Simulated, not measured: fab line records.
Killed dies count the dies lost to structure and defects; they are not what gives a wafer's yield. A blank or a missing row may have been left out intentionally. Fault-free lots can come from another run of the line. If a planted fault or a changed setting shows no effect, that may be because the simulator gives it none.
Chamber matching	flow berkeley cmos170	UCB170_V1_CMP_02 on cmp-01 has 4 sister chambers
The step polishes SiO2. 4 wafers are shown with their chamber, then 7 later ones without.

EACH WAFER AND ITS CHAMBER
wafer	chamber	motor current A (A)
L182.3	0	16.9
L182.6	3	16.7
L184.2	2	15.0
L184.3	1	14.6

WAFERS WITH NO CHAMBER GIVEN
wafer	motor current A (A)
L184.5	14.4
L200.3	14.9
L200.4	14.9
L200.6	18.0
L199.1	18.2
L199.3	15.0
L199.4	16.9

WHICH CHAMBER EACH WENT THROUGH
wafer	from the rows above	in truth
L184.5	can't be placed: 1 or 2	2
L200.3	can't be placed: 2 or 1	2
L200.4	can't be placed: 2 or 1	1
L200.6	can't be placed: 0 or 3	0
L199.1	can't be placed: 0 or 3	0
L199.3	can't be placed: 2 or 1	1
L199.4	can't be placed: 0 or 3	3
Correctly placed: 0 of 7. From these rows, 7 cannot be placed; in 7 the true chamber is one of the candidates. Wrongly placed: 0.
How it was worked out, from the rows above alone: a wafer's distance from a chamber is the root of the sum, over the readings, of the square of ((its reading less the chamber's mean) divided by the reading's scatter). The wafer belongs to the nearest chamber; if the next one is less than 2 further off, it can't be placed. A chamber's mean is the mean of its shown wafers. The scatter (one wafer shown for each chamber): square how far every hidden wafer sits from the nearest shown wafer, average those squares and take the square root.
